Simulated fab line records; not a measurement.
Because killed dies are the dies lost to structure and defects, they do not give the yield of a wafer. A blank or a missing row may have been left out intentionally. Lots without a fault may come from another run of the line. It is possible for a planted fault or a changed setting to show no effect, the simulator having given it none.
Which tool did it? | flow berkeley cmos170 | 42 wafers from 14 lots sampled at 4 of the route's 331 steps

WHAT THE GAUGES READ, wafer by wafer
UCB170_NSD_TW_MEAS_10.
lot  | measured     | on            | NSD_TW
L310 | day 7 17:50  | film metro-04 | 4149 4129 4141
L312 | day 8 04:34  | film metro-02 | 4214 4220 4226
L311 | day 8 04:43  | film metro-02 | 4218 4220 4209
L314 | day 8 20:07  | film metro-04 | 4184 4159 4169
L317 | day 9 03:24  | film metro-02 | 4201 4205 4210
L321 | day 10 07:21 | film metro-02 | 4329 4349 4328
L324 | day 10 13:07 | film metro-02 | 4187 4159 4186
L322 | day 10 13:22 | film metro-04 | 4317 4316 4292
L326 | day 11 06:51 | film metro-04 | 4162 4137 4147
L327 | day 11 14:23 | film metro-01 | 4237 4241 4233
L329 | day 11 14:27 | film metro-04 | 4155 4143 4149
L332 | day 11 21:56 | film metro-04 | 4153 4166 4164
L331 | day 11 22:16 | film metro-04 | 4174 4165 4161
L333 | day 12 21:36 | film metro-01 | 4194 4208 4223

UCB170_SDANNEAL_RS_MEAS_03: measurement is done with a four-point probe.
lot  | measured     | on            | NSD_RS (ohm/sq)
L310 | day 7 19:09  | film metro-02 | 37.23 37.25 37.28
L312 | day 8 05:57  | film metro-04 | 37.16 37.16 37.19
L311 | day 8 05:57  | film metro-01 | 37.23 37.22 37.27
L314 | day 8 21:31  | film metro-04 | 37.18 37.26 37.14
L317 | day 9 04:44  | film metro-04 | 37.19 37.15 37.28
L321 | day 10 08:34 | film metro-02 | 31.82 31.83 31.77
L324 | day 10 17:26 | film metro-04 | 37.23 37.17 37.16
L322 | day 10 17:40 | film metro-02 | 31.82 31.80 31.71
L326 | day 11 08:31 | film metro-02 | 37.20 37.22 37.25
L327 | day 11 15:47 | film metro-04 | 37.19 37.30 37.26
L329 | day 11 16:10 | film metro-01 | 37.18 37.16 37.18
L332 | day 11 23:11 | film metro-04 | 37.25 37.35 37.27
L331 | day 11 23:39 | film metro-01 | 37.11 37.20 37.11
L333 | day 12 22:50 | film metro-02 | 37.21 37.21 37.25

TOOL THAT RAN EACH LOT (tool first, then ch and the chambers of the sampled wafers, then the start)
lot  | UCB170_NSD_IMPLANT_08           | UCB170_NSD_STRIP_09
L310 | implanter-01 ch 0, day 7 17:36  | plasma asher-03 ch 0,1, day 7 17:43
L312 | implanter-03 ch 0, day 8 04:19  | plasma asher-04 ch 0,1, day 8 04:28
L311 | implanter-01 ch 0, day 8 04:29  | plasma asher-02 ch 0,1, day 8 04:37
L314 | implanter-02 ch 0, day 8 19:52  | plasma asher-04 ch 0,1, day 8 20:01
L317 | implanter-02 ch 0, day 9 03:09  | plasma asher-03 ch 0,1, day 9 03:18
L321 | implanter-02 ch 0, day 10 07:06 | plasma asher-03 ch 0,1, day 10 07:15
L324 | implanter-01 ch 0, day 10 12:52 | plasma asher-03 ch 0,1, day 10 13:01
L322 | implanter-02 ch 0, day 10 13:07 | plasma asher-04 ch 0,1, day 10 13:16
L326 | implanter-03 ch 0, day 11 06:36 | plasma asher-02 ch 0,1, day 11 06:45
L327 | implanter-01 ch 0, day 11 14:08 | plasma asher-03 ch 0,1, day 11 14:16
L329 | implanter-03 ch 0, day 11 14:12 | plasma asher-04 ch 0,1, day 11 14:21
L332 | implanter-01 ch 0, day 11 21:42 | plasma asher-04 ch 0,1, day 11 21:50
L331 | implanter-03 ch 0, day 11 22:01 | plasma asher-02 ch 0,1, day 11 22:10
L333 | implanter-01 ch 0, day 12 21:21 | plasma asher-03 ch 0,1, day 12 21:30
- UCB170_NSD_IMPLANT_08
- UCB170_NSD_STRIP_09: strips in O2.

AS READ BY THE TOOLS THEMSELVES (means over the sampled wafers that have a number; for cases with no such wafer, the mark the record gives instead)
UCB170_NSD_IMPLANT_08.
lot  | tool         | beam energy keV | beam on s (s) | dose ions cm2 | end station pressure torr (Torr) | faraday current uA
L310 | implanter-01 | 39.996          | 9.91          | 3e+15         | 1.29e-05                         | 9332
L312 | implanter-03 | 39.994          | 9.97          | 3e+15         | 1.27e-05                         | 9290
L311 | implanter-01 | 39.988          | 9.95          | 3e+15         | 1.26e-05                         | 9311
L314 | implanter-02 | 39.978          | 10.09         | 3e+15         | 1.20e-05                         | 9187
L317 | implanter-02 | 39.996          | 10.17         | 3e+15         | 1.28e-05                         | 9123
L321 | implanter-02 | 40.002          | 12.62         | 5e+15         | 1.34e-05                         | 11291
L324 | implanter-01 | 40.011          | 10.13         | 3e+15         | 1.31e-05                         | 9147
L322 | implanter-02 | 40.002          | 12.69         | 5e+15         | 1.35e-05                         | 11211
L326 | implanter-03 | 39.990          | 10.20         | 3e+15         | 1.26e-05                         | 9080
L327 | implanter-01 | 39.995          | 9.93          | 3e+15         | 1.24e-05                         | 9327
L329 | implanter-03 | 40.002          | 10.15         | 3e+15         | 1.25e-05                         | 9112
L332 | implanter-01 | 40.011          | 9.96          | 3e+15         | 1.22e-05                         | 9310
L331 | implanter-03 | 40.006          | 10.07         | 3e+15         | 1.29e-05                         | 9198
L333 | implanter-01 | 39.992          | 10.12         | 3e+15         | 1.25e-05                         | 9151

UCB170_NSD_STRIP_09.
lot  | tool            | drypump motor current A (A) | oes product au (a.u.) | strip time to endpoint s (s)
L310 | plasma asher-03 | 5.1                         | 0.532                 | 36.03
L312 | plasma asher-04 | 5.9                         | 0.532                 | 35.93
L311 | plasma asher-02 | 6.0                         | 0.535                 | 35.96
L314 | plasma asher-04 | 5.9                         | 0.537                 | 36.02
L317 | plasma asher-03 | 5.1                         | 0.538                 | 36.03
L321 | plasma asher-03 | 5.0                         | 0.503                 | 40.17
L324 | plasma asher-03 | 5.1                         | 0.536                 | 36.01
L322 | plasma asher-04 | 5.9                         | 0.498                 | 40.42
L326 | plasma asher-02 | 6.0                         | 0.536                 | 35.97
L327 | plasma asher-03 | 4.9                         | 0.539                 | 36.03
L329 | plasma asher-04 | 5.9                         | 0.539                 | 35.98
L332 | plasma asher-04 | 6.1                         | 0.533                 | 35.92
L331 | plasma asher-02 | 6.2                         | 0.535                 | 36.12
L333 | plasma asher-03 | 5.1                         | 0.535                 | 36.04

THE ANSWER, worked out from the rows above alone
Rule: the usual values come from the lots themselves. Put in order of their means at a reading, lots are off if they are a third of the lots or fewer, leave a main group of 4 or more, and stand apart from it by a gap of 3 or more times the standard deviation of the main group's means; of several such gaps the widest counts. Not used: any main group whose means are identical at the precision the tables above print for the reading. A lot without any number at a reading at which 4 lots or more have one is off too. Where the step has rows for the other lots, those lots are counted as sound. The gauges are gone through in route order, then the tools' own readings, and for those a lot's mean is taken as printed above. The first step at which some lot is off is used, and at that step the reading that is off furthest; a lot without a number counts as furthest.
Off: L321, L322, seen at UCB170_SDANNEAL_RS_MEAS_03 (NSD_RS). The main group: mean 37.21 ohm/sq, standard deviation 0.041.
If a tool, at a process step before that reading, ran all the lots that are off and no sound lot after the first of them, it fits. Not tried: the gauges at UCB170_SDANNEAL_RS_MEAS_03; whatever is off there is also off at UCB170_NSD_IMPLANT_08, on other tools, and gauge error can't account for it. One fits: implanter-02 at UCB170_NSD_IMPLANT_08. A fault onset in the window from L317 (day 9 03:09, its last sound lot) to L321 (day 10 07:06, its first lot off) fits.
The tool's own readings at UCB170_NSD_IMPLANT_08 bear it out: on the lots that are off they differ by more than 5 times the standard deviation of the sound lots' means. beam on s reads 12.65 s there against 10.05 s on the sound lots; dose ions cm2 reads 5e+15 there against 3e+15 on the sound lots; faraday current uA reads 11251 there against 9214 on the sound lots.

WHAT THE SIMULATOR HAD INSERTED
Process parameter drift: implanter-02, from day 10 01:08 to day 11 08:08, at UCB170_NSD_IMPLANT_08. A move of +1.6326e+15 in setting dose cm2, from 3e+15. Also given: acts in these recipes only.
Lots struck among those shown: L321, L322. Same finding as the rule above.
